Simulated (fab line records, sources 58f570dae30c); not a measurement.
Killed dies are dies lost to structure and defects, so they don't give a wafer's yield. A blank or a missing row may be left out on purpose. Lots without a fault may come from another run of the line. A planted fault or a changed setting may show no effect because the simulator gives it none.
Which tool did it? | flow berkeley_cmos170 | 11 lots, 33 wafers sampled, at 2 steps of a route of 331

WHAT THE GAUGES READ, wafer by wafer
UCB170_M3_OVL_MEAS_16.
lot  | measured     | on         | M3_OVL (nm)
L513 | day 8 15:07  | overlay-01 | -8 1 -6
L515 | day 8 23:17  | overlay-02 | -4 -2 -4
L514 | day 8 23:29  | overlay-01 | -1 -1 1
L518 | day 9 18:38  | overlay-02 | -2 5 2
L516 | day 9 18:54  | overlay-02 | -9 -13 -10
L517 | day 9 19:27  | overlay-02 | 5 0 -4
L521 | day 10 17:03 | overlay-01 | 3 -1 6
L522 | day 10 20:56 | overlay-01 | 198 194 198
L519 | day 10 21:13 | overlay-01 | 209 203 206
L526 | day 11 21:54 | overlay-02 | -5 -9 -5
L533 | day 13 12:04 | overlay-01 | -4 -3 -2

WHICH TOOL RAN EACH LOT (tool, then ch and the chambers of the sampled wafers, then the start)
lot  | UCB170_M3_EXPOSE_12
L513 | krf_scanner-01 ch 0, day 8 14:29
L515 | krf_scanner-01 ch 0, day 8 22:26
L514 | krf_scanner-01 ch 0, day 8 22:38
L518 | krf_scanner-01 ch 0, day 9 17:40
L516 | krf_scanner-01 ch 0, day 9 17:48
L517 | krf_scanner-02 ch 0, day 9 18:46
L521 | krf_scanner-02 ch 0, day 10 16:23
L522 | krf_scanner-02 ch 0, day 10 19:52
L519 | krf_scanner-02 ch 0, day 10 20:42
L526 | krf_scanner-01 ch 0, day 11 21:23
L533 | krf_scanner-01 ch 0, day 13 11:34
- UCB170_M3_EXPOSE_12: exposes mask METAL3, target cd 700 nm.

THE ANSWER, worked out from the rows above alone
Rule: what is usual is taken from the lots themselves. Put in order of their means at a reading, lots are off if they are a third of the lots or fewer, leave a main group of 4 or more, and stand apart from it by a gap of 3 or more times the standard deviation of the main group's means; of several such gaps the widest counts. A main group whose means are all the same, to the digits that the tables above print for the reading, isn't used. A lot without any number at a reading at which 4 lots or more have one is off too. The other lots that the step has rows for count as sound.
Off: L522, L519, at UCB170_M3_OVL_MEAS_16 (M3_OVL). The main group: mean -3 nm, standard deviation 4.
A tool fits if, at a process step before that reading, it ran every lot that is off, and no sound lot after the first of them. The gauges at UCB170_M3_OVL_MEAS_16 are tried like those tools. One fits: krf_scanner-02 at UCB170_M3_EXPOSE_12. Its last sound lot is L521 (day 10 16:23), its first lot that is off L522 (day 10 19:52): a fault that began between those two fits.

WHAT THE SIMULATOR HAD PUT IN
Scanner matching overlay: krf_scanner-02, from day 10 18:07 on, at UCB170_M3_EXPOSE_12. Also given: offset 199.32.
Lots struck among those shown: L522, L519. The rule above found the same.
